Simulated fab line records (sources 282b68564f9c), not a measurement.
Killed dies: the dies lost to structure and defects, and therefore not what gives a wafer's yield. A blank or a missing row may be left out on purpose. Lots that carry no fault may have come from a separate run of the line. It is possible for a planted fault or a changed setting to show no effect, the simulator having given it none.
Which tool did it? | flow ritCmos | 12 lots with 36 wafers sampled at 4 steps, on a route of 202 steps

## WHAT THE GAUGES READ, wafer by wafer
RIT_NLDD_OVL_MEAS_06. Usual: NLDD_OVL typically reads 0.1 nm, with standard deviation 1.6.
lot  | measured    | on         | NLDD_OVL (nm)        | flag
L546 | day 2 18:37 | overlay-02 | -2.3 0.6 -1.3        | 
L547 | day 2 22:49 | overlay-02 | 2.2 3.3 1.2          | 
L548 | day 3 05:28 | overlay-02 | 1.4 3.0 -0.6         | 
L549 | day 3 09:50 | overlay-02 | -148.9 -148.3 -147.4 | OFF
L552 | day 4 02:01 | overlay-02 | -147.8 -150.0 -149.9 | OFF
L553 | day 4 06:01 | overlay-01 | -149.1 -148.6 -147.3 | OFF
L554 | day 4 10:58 | overlay-02 | -0.5 -1.3 -0.3       | 
L555 | day 4 13:47 | overlay-01 | -3.2 -1.8 -3.6       | 
L559 | day 5 11:29 | overlay-01 | -0.2 -1.0 -1.1       | 
L563 | day 6 07:28 | overlay-01 | -0.4 -0.2 -1.3       | 
L564 | day 6 12:04 | overlay-01 | -3.4 -2.1 0.0        | 
L565 | day 6 17:53 | overlay-01 | -1.2 0.6 -0.7        | 

RIT_PSD_OVL_MEAS_06. Usual: PSD_OVL typically reads 0.5 nm, with standard deviation 1.5.
lot  | measured    | on         | PSD_OVL (nm)   | flag
L546 | day 3 01:32 | overlay-02 | -0.2 0.8 0.5   | 
L547 | day 3 06:01 | overlay-01 | 0.6 2.7 0.4    | 
L548 | day 3 12:34 | overlay-01 | -3.4 -0.2 -1.2 | 
L549 | day 3 16:38 | overlay-01 | -0.5 0.3 0.7   | 
L552 | day 4 09:05 | overlay-02 | 2.9 -0.7 0.7   | 
L553 | day 4 12:58 | overlay-01 | 1.8 1.4 0.4    | 
L554 | day 4 19:01 | overlay-01 | 2.9 1.2 2.0    | 
L555 | day 4 21:05 | overlay-02 | 0.1 -0.9 -0.1  | 
L559 | day 5 19:02 | overlay-02 | 3.9 1.4 4.2    | 
L563 | day 6 14:29 | overlay-01 | -0.7 -0.6 -1.0 | 
L564 | day 6 19:11 | overlay-01 | 2.1 0.8 1.6    | 
L565 | day 7 00:57 | overlay-02 | -0.6 -0.4 1.1  | 

RIT_SILICIDE_THK_MEAS_03: measures by xrf. Usual: SILICIDE_TI_THK typically reads 29.1 nm, with standard deviation 0.34.
lot  | measured    | on           | SILICIDE_TI_THK (nm) | flag
L546 | day 3 03:20 | filmMetro-02 | 29.1 28.9 29.6       | 
L547 | day 3 07:49 | filmMetro-02 | 28.8 28.8 28.5       | 
L548 | day 3 14:21 | filmMetro-03 | 29.5 29.2 29.2       | 
L549 | day 3 18:25 | filmMetro-04 | 29.1 28.9 29.0       | 
L552 | day 4 10:51 | filmMetro-02 | 28.7 28.8 28.9       | 
L553 | day 4 14:44 | filmMetro-02 | 28.7 29.1 29.0       | 
L554 | day 4 20:46 | filmMetro-02 | 28.9 28.9 28.6       | 
L555 | day 4 22:50 | filmMetro-04 | 28.9 28.7 28.9       | 
L559 | day 5 20:49 | filmMetro-03 | 29.3 29.0 29.0       | 
L563 | day 6 16:15 | filmMetro-02 | 29.7 29.3 29.3       | 
L564 | day 6 21:04 | filmMetro-02 | 29.3 29.2 29.4       | 
L565 | day 7 02:43 | filmMetro-04 | 28.9 29.0 28.8       | 

## TOOL THAT RAN EACH LOT (tool first, then ch and the chambers of the sampled wafers, then the start)
lot  | RIT_NLDD_EXPOSE_03
L546 | ilineStepper-02 ch 0, day 2 18:11
L547 | ilineStepper-01 ch 0, day 2 22:25
L548 | ilineStepper-01 ch 0, day 3 05:05
L549 | ilineStepper-01 ch 0, day 3 09:26
L552 | ilineStepper-01 ch 0, day 4 01:37
L553 | ilineStepper-01 ch 0, day 4 05:37
L554 | ilineStepper-02 ch 0, day 4 10:34
L555 | ilineStepper-02 ch 0, day 4 13:23
L559 | ilineStepper-02 ch 0, day 5 11:06
L563 | ilineStepper-02 ch 0, day 6 07:06
L564 | ilineStepper-02 ch 0, day 6 11:40
L565 | ilineStepper-02 ch 0, day 6 17:31
- RIT_NLDD_EXPOSE_03: exposes mask M7, target cd 40700 nm.

## WHAT THE TOOLS THEMSELVES READ (means of the sampled wafers that have a number; where no wafer has one, the mark that the record gives instead)
The record holds no such reading with a usual standard deviation.

## THE ANSWER, worked out from the rows above alone
Rule: take the mean of a lot's wafers that have a number; if it is more than 3 standard deviations from the usual mean, the lot is off. Also off: a lot with no number at a reading for which 4 or more lots have one. Where the step has rows for the other lots, those lots are counted as sound. The gauges are gone through in route order, then the tools' own readings, and for those a lot's mean is taken as printed above. The first step at which some lot is off is used, and at that step the reading that is off furthest; a lot without a number counts as furthest.
Off: L549, L552, L553, at RIT_NLDD_OVL_MEAS_06 (NLDD_OVL).
A tool fits if, at a process step before that reading, it ran every lot that is off, and no sound lot after the first of them. Gauges at RIT_NLDD_OVL_MEAS_06: tried the same way as those tools. One fits: RIT_NLDD_EXPOSE_03 on ilineStepper-01. Its last sound lot is L548 (day 3 05:05), its first lot that is off L549 (day 3 09:26): a fault that began between those two fits.

## WHAT HAD BEEN PUT IN BY THE SIMULATOR
Scanner matching overlay: ilineStepper-01, from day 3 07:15 on, at RIT_NLDD_EXPOSE_03. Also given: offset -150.
Shown lots that were struck: L549, L552, L553. Same finding as the rule above.
